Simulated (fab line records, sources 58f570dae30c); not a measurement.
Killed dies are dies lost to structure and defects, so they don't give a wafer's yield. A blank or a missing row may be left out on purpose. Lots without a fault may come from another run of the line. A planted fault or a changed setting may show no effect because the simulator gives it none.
Problem report in the 8D (eight disciplines) form, filled by code | flow berkeley_cmos170 | the parts of the form that need people (team, actions taken, sign-off) are left out

1. THE PROBLEM
run_length_s at UCB170_M3_SOFTBAKE_11 reads a mean of 90.74 s on 3 wafers of 1 lot; wafers without a fault read 89.06 s with a standard deviation of 0.18. That is +9.4 standard deviations from the usual mean.
The step: time 60 s.
First seen on wafer L277.3, day 10 20:00, on litho_track-04. The record holds 15 wafers of 5 lots with a number at this step. Rule for "out", or "out of limits": more than 4 standard deviations from the usual mean. The other wafers with a number count as sound.

2. WHAT IT IS AND WHAT IT IS NOT
question                    | is                     | is not
which readings at this step | run_length_s           | heater_power_total_W
which lots                  | L277                   | L271, L274, L278, L285
which wafers of those lots  | all that have a number | -
read on which tools         | litho_track-04         | litho_track-03
when                        | from day 10 20:00      | up to then (6 sound wafers); but 6 sound wafers of L278, L285 came after

3. SUSPECTS, AND WHAT RULES EACH OUT
Counting: a tool at a process step up to the reading stays a suspect if it ran every lot that is out and no sound lot after the first of them.
- pvd_sputter-03 at UCB170_M3_SPUTTER_01 (material Al, target thk 900 nm, time 120 s): ruled out as a lasting fault. Sound lots L285 ran on it after its first lot that is out, L277 (day 10 19:28).
- plasma_asher-02 at UCB170_M3_STRIP_07 (strips in O2): kept. It ran the lot that is out, L277 (day 10 20:13), and no sound lot after that; its last sound lot up to then is L274 (day 10 00:52).
- litho_track-04 at UCB170_M3_SOFTBAKE_11 (time 60 s): kept. It ran the lot that is out, L277 (day 10 20:00), and no sound lot after that; its last sound lot up to then is L274 (day 10 01:00). Its own readings are out on those wafers: run_length_s.
Left after counting: plasma_asher-02 at UCB170_M3_STRIP_07, litho_track-04 at UCB170_M3_SOFTBAKE_11.

4. THE CAUSE (what the simulator had put in)
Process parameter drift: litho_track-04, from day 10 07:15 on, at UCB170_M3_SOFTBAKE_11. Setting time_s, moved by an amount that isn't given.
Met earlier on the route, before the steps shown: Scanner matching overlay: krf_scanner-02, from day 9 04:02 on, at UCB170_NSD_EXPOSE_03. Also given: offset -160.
Counting left 2 suspects, and this tool is among them.

5. THE CHAIN OF EFFECTS, in route order
Each row: a reading whose mean over the struck wafers that have a number lies more than 3 standard deviations from the usual. Only readings for which the record gives a usual standard deviation are gone through. hours: the time from each lot's start at the first step in this table that gives one to its start at this step, as a median over the lots. sigmas: the change in usual standard deviations.
hours | step                  | reading      | usual   | on struck wafers | change | sigmas
0     | UCB170_M3_SOFTBAKE_11 | run_length_s | 89.06 s | 90.74            | +1.68  | +9.4
The process steps in it:
- UCB170_M3_SOFTBAKE_11: time 60 s.

6. WHAT WOULD HAVE CAUGHT IT SOONER
In this record the first reading out of limits was taken at day 10 20:00, 13 hours after the fault began at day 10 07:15.
